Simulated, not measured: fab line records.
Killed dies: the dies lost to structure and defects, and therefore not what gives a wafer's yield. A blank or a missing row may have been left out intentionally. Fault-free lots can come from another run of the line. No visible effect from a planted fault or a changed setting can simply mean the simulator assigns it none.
Struck lot and sound lot, side by side / flow berkeleyCmos170 / 17 steps out of a route of 331
Sound: wafers L306.4, L306.5, L306.6. Wafers L311.1, L311.3, L311.5 were the ones struck. Last of all comes the cause.
For every step that has rows: the tool of each side, followed by ch and its chambers, followed by its first start. Under that, the readings that differ: sound wafers / struck wafers / difference of the means / sigmas: that difference in standard deviations of wafers without a fault.
alike: a reading whose means differ by less than 2 such deviations, as well as words and numbers matching on both sides. not compared: withheld readings; readings where some wafer has no value; bounds like >300 that might hide an equal value; numbers whose values overlap and for which the record gives no deviation.
The two part at a step that has a row with sigmas, a row that says differs or no value, or rows on one side only. Numbers that don't overlap but have no deviation are shown without sigmas and don't part them. A reading missing from all wafers of one side parts the sides only when that side holds two or more wafers.

UCB170_GATE_THK_MEAS_02:
  sound on filmMetro-03, day 8 02:16; struck on filmMetro-03, day 8 15:04
  alike: GATE_OXIDE_THK
then, 2 steps without rows for these wafers: UCB170_GATE_ANNEAL_03 (time 1800 s); UCB170_GATE_CVD_04 (deposits poly-Si from SiH4, time 1440 s, target thk 214 nm).
UCB170_GATE_THK_MEAS_05:
  sound on filmMetro-03, day 8 07:41; struck on filmMetro-03, day 8 19:38
  alike: GATE_POLY_THK
then, 6 steps without rows for these wafers: UCB170_GATE_COAT_06; UCB170_GATE_COAT_07 (resist thk 900 nm); UCB170_GATE_SOFTBAKE_08 (time 60 s); UCB170_GATE_EXPOSE_09 (exposes mask POLY, target cd 350 nm); UCB170_GATE_PEB_10; UCB170_GATE_DEVELOP_11 (develop time 45 s).
UCB170_GATE_CD_MEAS_12: the cd target is 350 nm.
  sound on cdSem-02, day 8 09:02; struck on cdSem-02, day 8 21:29
  alike: cdNm
UCB170_GATE_OVL_MEAS_13:
  sound on overlay-02, day 8 09:08; struck on overlay-01, day 8 21:37
  alike: GATE_OVL
UCB170_GATE_ETCH_14: etches BARC in N2/H2.
  sound on rieDiel-01 ch 0,3, day 8 09:09; struck on rieDiel-01 ch 0,2,3, day 8 21:39
  no value came back on the struck wafers for any of 5 readings (biasW (W), chamberPressureMTorr (mTorr) and others); on the sound wafers biasW (W) reads 100.1 100.3 100.1
UCB170_GATE_ETCH_15: etches poly-Si in HBr/Cl2, stops on SiO2, time 56.3 s, target depth 278.2 nm.
  sound on rieSi-02 ch 0,1,2, day 8 09:11; struck on rieSi-01 ch 2,3, day 8 21:41
reading=oesProductAu (a.u.); sound=0.850 0.845 0.825; struck=0.271 0.269 0.268; difference=-0.571; sigmas=-48
  alike: HBr_flow_sccm, biasW, chamberPressureMTorr, drypumpMotorCurrentA, throttleValvePct
  not compared: rfHoursCounterH
UCB170_GATE_STRIP_16: strips in O2.
  sound on plasmaAsher-04 ch 0,1, day 8 09:16; struck on plasmaAsher-04 ch 0,1, day 8 21:44
  alike: chamberPressureMTorr, drypumpMotorCurrentA, oesProductAu
  not compared: rfHoursCounterH
UCB170_GATE_CD_MEAS_90: the cd target is 350 nm.
  sound on cdSem-02, day 8 09:24; struck on cdSem-02, day 8 21:50
reading=cdNm (nm); sound=349.5 349.8 349.1; struck=- - -; difference=no value on the struck wafers; sigmas=
then, 1 step without rows for these wafers: UCB170_GATE_CLEAN_17 (cleans in SPM, time 600 s).

== WHERE THEY PART ==
First at UCB170_GATE_ETCH_14; last, within this record, at UCB170_GATE_CD_MEAS_90.

WHY: the cause the simulator had injected
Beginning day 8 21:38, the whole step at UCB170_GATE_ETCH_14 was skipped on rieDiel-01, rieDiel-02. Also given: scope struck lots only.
